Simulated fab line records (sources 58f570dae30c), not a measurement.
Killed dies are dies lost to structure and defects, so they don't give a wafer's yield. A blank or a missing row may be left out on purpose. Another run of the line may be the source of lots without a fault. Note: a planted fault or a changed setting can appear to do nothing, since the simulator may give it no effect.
Which of the tools did it? :: flow berkeley-cmos170 :: 42 wafers from 14 lots sampled at 4 of the route's 331 steps

== WHAT EACH GAUGE READ, for each wafer ==
UCB170_ACTIVE_THK_MEAS_03.
lot: L282
measured: day 3 15:29
on: film-metro-03
ACTIVE_OXIDE_THK (nm): 26.1 26.5 26.6

lot: L283
measured: day 3 15:29
on: film-metro-02
ACTIVE_OXIDE_THK (nm): 26.8 26.4 26.5

lot: L284
measured: day 4 04:58
on: film-metro-03
ACTIVE_OXIDE_THK (nm): 26.4 26.6 26.5

lot: L285
measured: day 4 12:04
on: film-metro-03
ACTIVE_OXIDE_THK (nm): 25.9 25.9 25.8

lot: L288
measured: day 5 05:17
on: film-metro-03
ACTIVE_OXIDE_THK (nm): 26.7 26.3 26.3

lot: L289
measured: day 5 13:53
on: film-metro-01
ACTIVE_OXIDE_THK (nm): 26.7 26.6 26.5

lot: L290
measured: day 5 16:53
on: film-metro-03
ACTIVE_OXIDE_THK (nm): 26.9 26.8 26.8

lot: L291
measured: day 5 23:36
on: film-metro-01
ACTIVE_OXIDE_THK (nm): 27.0 26.9 26.5

lot: L293
measured: day 6 05:11
on: film-metro-01
ACTIVE_OXIDE_THK (nm): 27.0 26.8 27.3

lot: L294
measured: day 6 10:37
on: film-metro-02
ACTIVE_OXIDE_THK (nm): 25.9 26.0 26.1

lot: L295
measured: day 6 10:37
on: film-metro-01
ACTIVE_OXIDE_THK (nm): 26.8 27.4 26.7

lot: L300
measured: day 7 18:41
on: film-metro-03
ACTIVE_OXIDE_THK (nm): 27.0 27.0 27.0

lot: L302
measured: day 8 09:22
on: film-metro-03
ACTIVE_OXIDE_THK (nm): 26.1 26.7 26.5

lot: L304
measured: day 8 09:26
on: film-metro-03
ACTIVE_OXIDE_THK (nm): 27.0 26.3 26.6

UCB170_PFIELD_OVL_MEAS_06.
lot: L282
measured: day 4 04:39
on: overlay-01
PFIELD_OVL (nm): -2 0 0

lot: L283
measured: day 4 04:37
on: overlay-02
PFIELD_OVL (nm): 13 5 7

lot: L284
measured: day 4 14:44
on: overlay-02
PFIELD_OVL (nm): 6 -3 -2

lot: L285
measured: day 4 20:22
on: overlay-01
PFIELD_OVL (nm): -1 2 3

lot: L288
measured: day 5 14:21
on: overlay-01
PFIELD_OVL (nm): 8 0 4

lot: L289
measured: day 6 00:02
on: overlay-02
PFIELD_OVL (nm): -5 2 0

lot: L290
measured: day 6 00:18
on: overlay-01
PFIELD_OVL (nm): -8 -4 -2

lot: L291
measured: day 6 09:45
on: overlay-01
PFIELD_OVL (nm): 3 2 4

lot: L293
measured: day 6 15:16
on: overlay-02
PFIELD_OVL (nm): 1 -4 -2

lot: L294
measured: day 6 20:45
on: overlay-02
PFIELD_OVL (nm): -2 -4 4

lot: L295
measured: day 6 21:01
on: overlay-01
PFIELD_OVL (nm): 4 5 8

lot: L300
measured: day 8 07:41
on: overlay-01
PFIELD_OVL (nm): 5 0 7

lot: L302
measured: day 9 00:50
on: overlay-01
PFIELD_OVL (nm): -2 3 -6

lot: L304
measured: day 9 00:50
on: overlay-02
PFIELD_OVL (nm): -1 3 -1

UCB170_PLDD_OVL_MEAS_07.
lot: L282
measured: day 6 02:20
on: overlay-01
PLDD_OVL (nm): 3 4 6

lot: L283
measured: day 6 02:37
on: overlay-02
PLDD_OVL (nm): -7 0 -7

lot: L284
measured: day 6 12:59
on: overlay-02
PLDD_OVL (nm): -4 -4 -3

lot: L285
measured: day 6 23:09
on: overlay-02
PLDD_OVL (nm): -3 3 2

lot: L288
measured: day 7 17:32
on: overlay-01
PLDD_OVL (nm): 2 4 6

lot: L289
measured: day 8 06:20
on: overlay-01
PLDD_OVL (nm): -6 -5 -15

lot: L290
measured: day 8 01:24
on: overlay-01
PLDD_OVL (nm): 1 0 -4

lot: L291
measured: day 8 07:04
on: overlay-02
PLDD_OVL (nm): 1 6 6

lot: L293
measured: day 8 14:59
on: overlay-02
PLDD_OVL (nm): 7 7 4

lot: L294
measured: day 8 22:28
on: overlay-02
PLDD_OVL (nm): -5 -7 1

lot: L295
measured: day 8 22:03
on: overlay-02
PLDD_OVL (nm): -7 0 0

lot: L300
measured: day 9 21:51
on: overlay-01
PLDD_OVL (nm): 2 -1 -7

lot: L302
measured: day 10 14:38
on: overlay-01
PLDD_OVL (nm): -3 1 -1

lot: L304
measured: day 10 14:07
on: overlay-01
PLDD_OVL (nm): -9 -6 -3

== TOOL THAT RAN EACH LOT (tool first, then ch and the chambers of the sampled wafers, then the start) ==
lot: L282
UCB170_PWELL_IMPLANT_15: implanter-02 ch 0, day 2 20:05

lot: L283
UCB170_PWELL_IMPLANT_15: implanter-04 ch 0, day 2 20:20

lot: L284
UCB170_PWELL_IMPLANT_15: implanter-02 ch 0, day 3 07:18

lot: L285
UCB170_PWELL_IMPLANT_15: implanter-03 ch 0, day 3 17:17

lot: L288
UCB170_PWELL_IMPLANT_15: implanter-02 ch 0, day 4 08:58

lot: L289
UCB170_PWELL_IMPLANT_15: implanter-03 ch 0, day 4 16:45

lot: L290
UCB170_PWELL_IMPLANT_15: implanter-03 ch 0, day 4 22:19

lot: L291
UCB170_PWELL_IMPLANT_15: implanter-04 ch 0, day 4 22:36

lot: L293
UCB170_PWELL_IMPLANT_15: implanter-03 ch 0, day 5 07:55

lot: L294
UCB170_PWELL_IMPLANT_15: implanter-03 ch 0, day 5 14:44

lot: L295
UCB170_PWELL_IMPLANT_15: implanter-04 ch 0, day 5 14:57

lot: L300
UCB170_PWELL_IMPLANT_15: implanter-04 ch 0, day 6 21:29

lot: L302
UCB170_PWELL_IMPLANT_15: implanter-04 ch 0, day 7 10:47

lot: L304
UCB170_PWELL_IMPLANT_15: implanter-03 ch 0, day 7 11:20
- UCB170_PWELL_IMPLANT_15

== AS READ BY THE TOOLS THEMSELVES (means over the sampled wafers that have a number; for cases with no such wafer, the mark the record gives instead) ==
UCB170_PWELL_IMPLANT_15.
lot: L282
tool: implanter-02
dose-ions-cm2: 5e+12
end-station-pressure-torr (Torr): 4.89e-06
tilt-deg (degrees): 6.971

lot: L283
tool: implanter-04
dose-ions-cm2: 5e+12
end-station-pressure-torr (Torr): 5.13e-06
tilt-deg (degrees): 6.984

lot: L284
tool: implanter-02
dose-ions-cm2: 5e+12
end-station-pressure-torr (Torr): 5.11e-06
tilt-deg (degrees): 6.991

lot: L285
tool: implanter-03
dose-ions-cm2: 5e+12
end-station-pressure-torr (Torr): 5.09e-06
tilt-deg (degrees): 6.976

lot: L288
tool: implanter-02
dose-ions-cm2: 5e+12
end-station-pressure-torr (Torr): 5.20e-06
tilt-deg (degrees): 7.030

lot: L289
tool: implanter-03
dose-ions-cm2: 5e+12
end-station-pressure-torr (Torr): 4.89e-06
tilt-deg (degrees): 7.010

lot: L290
tool: implanter-03
dose-ions-cm2: 5e+12
end-station-pressure-torr (Torr): 5.11e-06
tilt-deg (degrees): 7.010

lot: L291
tool: implanter-04
dose-ions-cm2: 5e+12
end-station-pressure-torr (Torr): 5.13e-06
tilt-deg (degrees): 7.006

lot: L293
tool: implanter-03
dose-ions-cm2: 5e+12
end-station-pressure-torr (Torr): 4.96e-06
tilt-deg (degrees): 6.995

lot: L294
tool: implanter-03
dose-ions-cm2: 5e+12
end-station-pressure-torr (Torr): 5.02e-06
tilt-deg (degrees): 6.986

lot: L295
tool: implanter-04
dose-ions-cm2: 5e+12
end-station-pressure-torr (Torr): 4.85e-06
tilt-deg (degrees): 7.003

lot: L300
tool: implanter-04
dose-ions-cm2: 5e+12
end-station-pressure-torr (Torr): 5.07e-06
tilt-deg (degrees): 7.003

lot: L302
tool: implanter-04
dose-ions-cm2: 5e+12
end-station-pressure-torr (Torr): 5.16e-06
tilt-deg (degrees): 7.032

lot: L304
tool: implanter-03
dose-ions-cm2: 5e+12
end-station-pressure-torr (Torr): 5.01e-06
tilt-deg (degrees): 6.994

== THE ANSWER, worked out from the rows above alone ==
Rule: the lots themselves supply what counts as usual. The widest of any qualifying gaps counts: lots, ordered by their means at a reading, are off when they make up no more than a third of the lots, leave a main group of 4 or more, and stand apart from it by 3 or more times the standard deviation of that group's means. A main group is skipped when, at the precision printed for the reading in the tables above, its means are all equal. A lot without any number at a reading at which 4 lots or more have one is off too. Any other lot the step has rows for is counted as sound. Order of review: gauges by route order, followed by the tools' own readings, for which a lot's mean as printed above is used. At the first step where some lot is off, the reading lying furthest off is the one used; lots without a number count as furthest.
None of the lots is off at any reading shown; this tells nothing.

== WHAT THE SIMULATOR PUT IN ==
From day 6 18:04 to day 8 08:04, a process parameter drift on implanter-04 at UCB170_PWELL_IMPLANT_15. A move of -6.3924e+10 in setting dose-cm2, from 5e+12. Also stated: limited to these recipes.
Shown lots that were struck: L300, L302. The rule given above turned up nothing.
